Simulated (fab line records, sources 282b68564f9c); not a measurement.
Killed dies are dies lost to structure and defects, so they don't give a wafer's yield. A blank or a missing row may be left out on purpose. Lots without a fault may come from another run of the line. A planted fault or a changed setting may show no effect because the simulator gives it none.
Which tool did it? | flow rit_cmos | 14 lots, 42 wafers sampled, at 3 steps of a route of 202

WHAT THE GAUGES READ, wafer by wafer
RIT_NLDD_TW_MEAS_10.
lot  | measured    | on            | NLDD_TW
L318 | day 2 20:05 | film_metro-02 | 2482 2488 2506
L319 | day 3 00:04 | film_metro-02 | 2507 2487 2506
L322 | day 3 19:22 | film_metro-02 | 2509 2502 2493
L323 | day 3 21:40 | film_metro-02 | 2497 2482 2497
L326 | day 4 14:50 | film_metro-03 | 2252 2223 2245
L328 | day 5 00:41 | film_metro-04 | 2258 2254 2272
L330 | day 5 09:01 | film_metro-03 | 2489 2475 2474
L331 | day 5 15:11 | film_metro-03 | 2479 2484 2489
L332 | day 5 19:25 | film_metro-03 | 2481 2488 2487
L334 | day 6 03:47 | film_metro-04 | 2501 2488 2501
L336 | day 6 16:46 | film_metro-02 | 2487 2489 2503
L337 | day 6 21:19 | film_metro-04 | 2500 2494 2494
L340 | day 7 09:48 | film_metro-03 | 2482 2485 2491
L341 | day 7 17:07 | film_metro-04 | 2493 2511 2512

RIT_SDANNEAL_RS_MEAS_07: measures by four-point-probe.
lot  | measured    | on            | NLDD_RS (ohm/sq)
L318 | day 3 03:50 | film_metro-04 | 152.3 151.8 152.6
L319 | day 3 08:02 | film_metro-03 | 152.3 152.1 152.1
L322 | day 4 06:14 | film_metro-04 | 151.3 151.6 150.9
L323 | day 4 06:15 | film_metro-03 | 151.5 151.8 151.3
L326 | day 5 00:23 | film_metro-02 | 156.7 156.2 156.7
L328 | day 5 11:13 | film_metro-03 | 157.5 157.6 158.0
L330 | day 5 18:02 | film_metro-03 | 151.7 152.1 151.8
L331 | day 5 23:16 | film_metro-02 | 152.6 151.8 151.9
L332 | day 6 03:37 | film_metro-02 | 152.4 151.1 152.1
L334 | day 6 11:50 | film_metro-03 | 151.7 151.5 150.8
L336 | day 7 00:37 | film_metro-02 | 152.2 151.6 151.4
L337 | day 7 05:21 | film_metro-02 | 151.2 151.5 151.2
L340 | day 7 18:51 | film_metro-02 | 150.8 151.3 150.9
L341 | day 8 01:22 | film_metro-03 | 151.9 151.6 152.4

WHICH TOOL RAN EACH LOT (tool, then ch and the chambers of the sampled wafers, then the start)
lot  | RIT_NLDD_IMPLANT_08
L318 | implanter-02 ch 0, day 2 19:46
L319 | implanter-02 ch 0, day 2 23:44
L322 | implanter-03 ch 0, day 3 19:05
L323 | implanter-01 ch 0, day 3 21:20
L326 | implanter-01 ch 0, day 4 14:32
L328 | implanter-01 ch 0, day 5 00:25
L330 | implanter-03 ch 0, day 5 08:41
L331 | implanter-03 ch 0, day 5 14:52
L332 | implanter-02 ch 0, day 5 19:05
L334 | implanter-02 ch 0, day 6 03:27
L336 | implanter-02 ch 0, day 6 16:26
L337 | implanter-03 ch 0, day 6 21:01
L340 | implanter-03 ch 0, day 7 09:28
L341 | implanter-03 ch 0, day 7 16:49
- RIT_NLDD_IMPLANT_08

WHAT THE TOOLS THEMSELVES READ (means of the sampled wafers that have a number; where no wafer has one, the mark that the record gives instead)
RIT_NLDD_IMPLANT_08.
lot  | tool         | beam_energy_keV
L318 | implanter-02 | 20.006
L319 | implanter-02 | 19.996
L322 | implanter-03 | 20.010
L323 | implanter-01 | 20.002
L326 | implanter-01 | 13.995
L328 | implanter-01 | 13.991
L330 | implanter-03 | 19.995
L331 | implanter-03 | 19.998
L332 | implanter-02 | 20.000
L334 | implanter-02 | 20.002
L336 | implanter-02 | 19.996
L337 | implanter-03 | 20.001
L340 | implanter-03 | 19.998
L341 | implanter-03 | 19.987

THE ANSWER, worked out from the rows above alone
Rule: what is usual is taken from the lots themselves. Put in order of their means at a reading, lots are off if they are a third of the lots or fewer, leave a main group of 4 or more, and stand apart from it by a gap of 3 or more times the standard deviation of the main group's means; of several such gaps the widest counts. A main group whose means are all the same, to the digits that the tables above print for the reading, isn't used. A lot without any number at a reading at which 4 lots or more have one is off too. The other lots that the step has rows for count as sound. The gauges are gone through in route order, then the tools' own readings, and for those a lot's mean is taken as printed above. The first step at which some lot is off is used, and at that step the reading that is off furthest; a lot without a number counts as furthest.
Off: L326, L328, at RIT_NLDD_TW_MEAS_10 (NLDD_TW). The main group: mean 2493, standard deviation 7.5.
A tool fits if, at a process step before that reading, it ran every lot that is off, and no sound lot after the first of them. The gauges at RIT_NLDD_TW_MEAS_10 aren't tried: what is off there is off at RIT_NLDD_IMPLANT_08 too, on other tools, and a gauge's error can't cause that. One fits: implanter-01 at RIT_NLDD_IMPLANT_08. Its last sound lot is L323 (day 3 21:20), its first lot that is off L326 (day 4 14:32): a fault that began between those two fits.
The tool's own readings at RIT_NLDD_IMPLANT_08 bear it out: on the lots that are off they differ by more than 5 times the standard deviation of the sound lots' means. beam_energy_keV reads 13.993 there against 19.999 on the sound lots.

WHAT THE SIMULATOR HAD PUT IN
Process parameter drift: implanter-01, from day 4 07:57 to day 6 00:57, at RIT_NLDD_IMPLANT_08. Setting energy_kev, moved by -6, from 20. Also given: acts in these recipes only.
Lots struck among those shown: L326, L328. The rule above found the same.
